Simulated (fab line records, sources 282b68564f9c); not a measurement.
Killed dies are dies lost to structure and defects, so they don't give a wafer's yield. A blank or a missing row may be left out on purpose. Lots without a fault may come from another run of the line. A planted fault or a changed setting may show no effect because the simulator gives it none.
Which tool did it? | flow rit_cmos | 15 lots, 45 wafers sampled, at 3 steps of a route of 202

WHAT THE GAUGES READ, wafer by wafer
RIT_PSD_TW_MEAS_10.
lot  | measured    | on            | PSD_TW
L519 | day 3 02:53 | film_metro-03 | 3469 3465 3479
L520 | day 3 08:52 | film_metro-01 | 3428 3415 3423
L521 | day 3 12:48 | film_metro-01 | 3438 3438 3446
L522 | day 3 18:41 | film_metro-02 | 3357 3363 3352
L524 | day 4 06:02 | film_metro-02 | 3401 3381 3390
L525 | day 4 07:52 | film_metro-03 | 2646 2665 2642
L527 | day 4 21:55 | film_metro-03 | 2633 2651 2636
L529 | day 5 11:13 | film_metro-03 | 2638 2648 2651
L531 | day 5 23:40 | film_metro-01 | 3391 3391 3384
L533 | day 6 05:52 | film_metro-01 | 3438 3407 3419
L537 | day 6 22:28 | film_metro-02 | 3390 3374 3363
L536 | day 7 05:20 | film_metro-01 | 3407 3370 3391
L538 | day 7 06:57 | film_metro-03 | 3425 3427 3410
L541 | day 8 02:20 | film_metro-03 | 3449 3436 3447
L542 | day 8 04:34 | film_metro-02 | 3385 3402 3378

RIT_SDANNEAL_RS_MEAS_04: measures by four-point-probe.
lot  | measured    | on            | PSD_RS (ohm/sq)
L519 | day 3 03:23 | film_metro-03 | 115.80 115.71 115.95
L520 | day 3 09:22 | film_metro-03 | 115.81 115.60 115.23
L521 | day 3 13:17 | film_metro-02 | 116.29 116.25 116.16
L522 | day 3 19:11 | film_metro-03 | 115.81 115.60 115.48
L524 | day 4 06:32 | film_metro-03 | 115.90 115.85 116.25
L525 | day 4 08:25 | film_metro-03 | 150.65 149.23 149.27
L527 | day 4 22:30 | film_metro-02 | 151.32 150.44 151.64
L529 | day 5 11:43 | film_metro-02 | 155.08 153.31 152.99
L531 | day 6 00:09 | film_metro-02 | 116.29 116.26 116.32
L533 | day 6 06:22 | film_metro-03 | 115.65 115.94 115.63
L537 | day 6 22:58 | film_metro-01 | 116.40 116.09 116.19
L536 | day 7 05:51 | film_metro-01 | 116.35 116.04 116.08
L538 | day 7 07:29 | film_metro-03 | 115.83 115.63 115.82
L541 | day 8 02:50 | film_metro-01 | 116.26 115.97 116.03
L542 | day 8 05:05 | film_metro-02 | 116.20 116.05 115.81

WHICH TOOL RAN EACH LOT (tool, then ch and the chambers of the sampled wafers, then the start)
lot  | RIT_PSD_IMPLANT_08
L519 | implanter-01 ch 0, day 3 02:34
L520 | implanter-01 ch 0, day 3 08:34
L521 | implanter-04 ch 0, day 3 12:28
L522 | implanter-03 ch 0, day 3 18:22
L524 | implanter-03 ch 0, day 4 05:44
L525 | implanter-03 ch 0, day 4 07:32
L527 | implanter-03 ch 0, day 4 21:37
L529 | implanter-03 ch 0, day 5 10:53
L531 | implanter-04 ch 0, day 5 23:20
L533 | implanter-01 ch 0, day 6 05:34
L537 | implanter-04 ch 0, day 6 22:09
L536 | implanter-04 ch 0, day 7 05:02
L538 | implanter-04 ch 0, day 7 06:39
L541 | implanter-03 ch 0, day 8 02:01
L542 | implanter-03 ch 0, day 8 04:17
- RIT_PSD_IMPLANT_08

WHAT THE TOOLS THEMSELVES READ (means of the sampled wafers that have a number; where no wafer has one, the mark that the record gives instead)
RIT_PSD_IMPLANT_08.
lot  | tool         | beam_on_s (s) | dose_ions_cm2 | end_station_pressure_torr (Torr) | faraday_current_uA
L519 | implanter-01 | 12.3          | 4.999e+15     | 1.50e-05                         | 12511
L520 | implanter-01 | 12.5          | 4.993e+15     | 1.52e-05                         | 12284
L521 | implanter-04 | 11.6          | 5.001e+15     | 1.50e-05                         | 13171
L522 | implanter-03 | 11.6          | 5.009e+15     | 1.56e-05                         | 13230
L524 | implanter-03 | 11.5          | 5.001e+15     | 1.55e-05                         | 13298
L525 | implanter-03 | 10.1          | 1.004e+15     | 7.13e-06                         | 3090
L527 | implanter-03 | 10.1          | 1.006e+15     | 7.33e-06                         | 3096
L529 | implanter-03 | 10.0          | 1.002e+15     | 7.70e-06                         | 3137
L531 | implanter-04 | 11.4          | 4.998e+15     | 1.52e-05                         | 13359
L533 | implanter-01 | 12.5          | 4.998e+15     | 1.50e-05                         | 12315
L537 | implanter-04 | 11.5          | 5.000e+15     | 1.56e-05                         | 13303
L536 | implanter-04 | 11.7          | 4.993e+15     | 1.50e-05                         | 13119
L538 | implanter-04 | 11.5          | 5.002e+15     | 1.53e-05                         | 13366
L541 | implanter-03 | 11.6          | 4.999e+15     | 1.59e-05                         | 13245
L542 | implanter-03 | 11.4          | 4.991e+15     | 1.57e-05                         | 13391

THE ANSWER, worked out from the rows above alone
Rule: what is usual is taken from the lots themselves. Put in order of their means at a reading, lots are off if they are a third of the lots or fewer, leave a main group of 4 or more, and stand apart from it by a gap of 3 or more times the standard deviation of the main group's means; of several such gaps the widest counts. A main group whose means are all the same, to the digits that the tables above print for the reading, isn't used. A lot without any number at a reading at which 4 lots or more have one is off too. The other lots that the step has rows for count as sound. The gauges are gone through in route order, then the tools' own readings, and for those a lot's mean is taken as printed above. The first step at which some lot is off is used, and at that step the reading that is off furthest; a lot without a number counts as furthest.
Off: L525, L527, L529, at RIT_PSD_TW_MEAS_10 (PSD_TW). The main group: mean 3409, standard deviation 31.
A tool fits if, at a process step before that reading, it ran every lot that is off, and no sound lot after the first of them. The gauges at RIT_PSD_TW_MEAS_10 aren't tried: what is off there is off at RIT_PSD_IMPLANT_08 too, on other tools, and a gauge's error can't cause that. None of those tried fits.

WHAT THE SIMULATOR HAD PUT IN
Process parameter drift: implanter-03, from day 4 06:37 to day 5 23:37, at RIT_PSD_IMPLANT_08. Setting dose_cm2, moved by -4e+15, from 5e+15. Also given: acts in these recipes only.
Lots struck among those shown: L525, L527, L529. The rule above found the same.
